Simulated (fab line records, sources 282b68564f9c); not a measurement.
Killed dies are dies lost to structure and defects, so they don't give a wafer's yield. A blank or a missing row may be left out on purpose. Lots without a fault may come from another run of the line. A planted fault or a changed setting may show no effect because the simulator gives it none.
A struck lot beside a sound one | flow rit_cmos | 44 steps out of a route of 202
Sound: wafers L709.3, L709.4, L709.5. Struck: wafers L717.2, L717.3, L717.5. The cause comes at the end.
At each step with rows: each side's tool, then ch and its chambers, then its first start. Under that, the readings that differ: sound wafers | struck wafers | difference of the means | sigmas: that difference in standard deviations of wafers without a fault.
alike: readings whose means differ by less than 2 such deviations, and words and numbers that are the same on both sides. not compared: withheld readings, readings that some wafer has no value for, bounds like >300 that may hide the same value, and numbers for which the record gives no deviation and whose values overlap.
The two part at a step that has a row with sigmas, a row that says differs or no value, or rows on one side only. Numbers that don't overlap but have no deviation are shown without sigmas and don't part them. A reading that every wafer of one side lacks parts them only if that side has two wafers or more.

first, 1 step without rows for these wafers: RIT_ACTIVE_DEVELOP_10 (develop time 50 s).
RIT_ACTIVE_CD_MEAS_11: target cd 1400 nm.
  sound on cd_sem-02, day 2 12:20; struck on cd_sem-01, day 4 03:50
  alike: cd_nm
then, 1 step without rows for these wafers: RIT_ACTIVE_HARDBAKE_12 (time 60 s).
RIT_ACTIVE_ETCH_13: etches Si3N4 in SF6, stops on SiO2, time 210 s, target depth 210 nm.
  sound on rie_diel-04 ch 0,1, day 2 12:41; struck on rie_diel-04 ch 0,1, day 4 04:05
  alike: drypump_motor_current_A, oes_product_au, throttle_valve_pct
  not compared: rf_hours_counter_h
RIT_ACTIVE_STRIP_14: strips in O2, time 180 s.
  sound on plasma_asher-04 ch 0,1, day 2 12:53; struck on plasma_asher-03 ch 0,1, day 4 04:14
  alike: drypump_motor_current_A, o2_flow_sccm
  not compared: rf_hours_counter_h
RIT_ACTIVE_CD_MEAS_90: target cd 1400 nm.
  sound on cd_sem-02, day 2 13:02; struck on cd_sem-02, day 4 04:25
  alike: cd_nm
then, 4 steps without rows for these wafers: RIT_ACTIVE_CLEAN_15 (cleans in SC1, time 600 s); RIT_ACTIVE_CLEAN_16 (cleans in dHF, time 30 s); RIT_ACTIVE_CLEAN_17 (cleans in SC2, time 600 s); RIT_FOX1_OXIDATION_00 (target thk 350.7 nm, ox time 1130 s).
RIT_FOX1_THK_MEAS_01:
  sound on film_metro-03, day 2 14:51; struck on film_metro-03, day 4 07:12
  alike: FOX1_OXIDE_THK
then, 1 step without rows for these wafers: RIT_FOX1_WET_ETCH_02 (etches SiO2 in BOE, target depth 350 nm, time 390 s).
RIT_FOX2_OXIDATION_00: target thk 350.7 nm, ox time 1130 s.
  sound on furnace-04 ch 0, day 2 16:20; struck on furnace-04 ch 0, day 4 07:22
  reading                                     | sound                | struck               | difference | sigmas
  spike_tc_centre_C (C)                       | 1098.4 1100.5 1100.7 | 1110.7 1111.0 1110.8 | +11.0      | +7
  spike_tc_load_C (C)                         | 1125.2 1122.0 1124.6 | 1133.3 1134.7 1133.1 | +9.8       | +4
  spike_tc_source_C (C)                       | 1123.0 1123.1 1121.6 | 1135.0 1131.9 1134.5 | +11.2      | +5
  model.SiO2_of_FOX2_OXIDATION_00.thk_nm (nm) | 342 341.1 352.4      | 357 362.6 366        | +17        |
RIT_FOX2_THK_MEAS_01:
  sound on film_metro-02, day 2 17:40; struck on film_metro-02, day 4 08:45
  reading             | sound       | struck      | difference | sigmas
  FOX2_OXIDE_THK (nm) | 342 341 352 | 357 363 366 | +17        | +3
then, 2 steps without rows for these wafers: RIT_FOX2_CLEAN_02 (cleans in dHF, time 180 s); RIT_FOX2_WET_ETCH_03 (etches Si3N4 in H3PO4, target depth 195 nm, time 2700 s).
RIT_FOX2_THK_MEAS_90:
  sound on film_metro-01, day 2 18:34; struck on film_metro-02, day 4 09:37
  reading                     | sound       | struck      | difference | sigmas
  FIELD_OXIDE_LEFT_1_THK (nm) | 315 314 325 | 330 336 339 | +17        | +3
then, 6 steps without rows for these wafers: RIT_NWELL_HMDS_00 (prime time 60 s); RIT_NWELL_COAT_01 (resist thk 1300 nm); RIT_NWELL_SOFTBAKE_02 (time 60 s); RIT_NWELL_EXPOSE_03 (exposes mask M2, target cd 43900 nm); RIT_NWELL_PEB_04; RIT_NWELL_DEVELOP_05 (develop time 68 s).
RIT_NWELL_OVL_MEAS_06:
  sound on overlay-01, day 2 19:43; struck on overlay-01, day 4 10:41
  alike: NWELL_OVL
then, 2 steps without rows for these wafers: RIT_NWELL_HARDBAKE_07 (time 120 s); RIT_NWELL_IMPLANT_08.
RIT_NWELL_STRIP_09: strips in O2, time 180 s.
  sound on plasma_asher-02 ch 0,1, day 2 20:11; struck on plasma_asher-02 ch 0, day 4 11:07
  alike: drypump_motor_current_A, o2_flow_sccm
  not compared: rf_hours_counter_h
RIT_NWELL_TW_MEAS_10:
  sound on film_metro-03, day 2 20:20; struck on film_metro-03, day 4 11:18
  alike: NWELL_TW
then, 6 steps without rows for these wafers: RIT_PWELL_HMDS_00 (prime time 60 s); RIT_PWELL_COAT_01 (resist thk 1300 nm); RIT_PWELL_SOFTBAKE_02 (time 60 s); RIT_PWELL_EXPOSE_03 (exposes mask M3, target cd 43700 nm); RIT_PWELL_PEB_04; RIT_PWELL_DEVELOP_05 (develop time 68 s).
RIT_PWELL_OVL_MEAS_06:
  sound on overlay-01, day 2 21:16; struck on overlay-01, day 4 12:14
  alike: PWELL_OVL
then, 2 steps without rows for these wafers: RIT_PWELL_HARDBAKE_07 (time 120 s); RIT_PWELL_IMPLANT_08.
RIT_PWELL_STRIP_09: strips in O2, time 180 s.
  sound on plasma_asher-01 ch 0,1, day 2 21:44; struck on plasma_asher-01 ch 0,1, day 4 12:40
  alike: drypump_motor_current_A, o2_flow_sccm
  not compared: rf_hours_counter_h
RIT_PWELL_TW_MEAS_10:
  sound on film_metro-03, day 2 21:53; struck on film_metro-02, day 4 12:51
  reading  | sound       | struck      | difference | sigmas
  PWELL_TW | 960 959 964 | 939 942 946 | -19        | -2
then, 1 step without rows for these wafers: RIT_WELLDRIVE_ANNEAL_00 (time 14700 s).
RIT_WELLDRIVE_RS_MEAS_01: measures by four-point-probe.
  sound on film_metro-02, day 3 03:02; struck on film_metro-02, day 4 18:00
  alike: NWELL_RS
RIT_WELLDRIVE_RS_MEAS_02: measures by four-point-probe.
  sound on film_metro-02, day 3 03:10; struck on film_metro-02, day 4 18:07
  reading           | sound             | struck            | difference | sigmas
  PWELL_RS (ohm/sq) | 430.8 430.4 430.6 | 428.3 426.8 426.5 | -3.4       | -3
RIT_SILICIDE_WET_ETCH_00: etches SiO2 in BOE, target depth 14 nm, time 15 s.
  sound on wet_bench-01 ch 1, day 4 05:17; struck on wet_bench-02 ch 0, day 6 00:38
  reading                                     | sound             | struck            | difference | sigmas
  model.SiO2_of_FOX2_OXIDATION_00.thk_nm (nm) | 140.9 140.1 151.5 | 156.6 163.2 166.7 | +18.0      |
RIT_M1_PROBE_99:
  sound on prober-02, day 4 12:37; struck on prober-02, day 6 07:41
  reading                      | sound            | struck        | difference | sigmas
  model.etest.field_n.vt_v (V) | 33.37 33.28 34.8 | 35.78 36.6 37 | +2.64      |
  alike: killed_at_contacts, killed_at_front_end, killed_dies, killed_on_rim, killed_open, killed_short

WHERE THEY PART
First at RIT_FOX2_OXIDATION_00; last, within this record, at RIT_WELLDRIVE_RS_MEAS_02. Later steps at which nothing parts them and some readings are alike: RIT_M1_PROBE_99.

WHY: what the simulator had put in
Process parameter drift: furnace-04, from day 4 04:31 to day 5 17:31, at RIT_FOX2_OXIDATION_00. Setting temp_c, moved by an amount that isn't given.
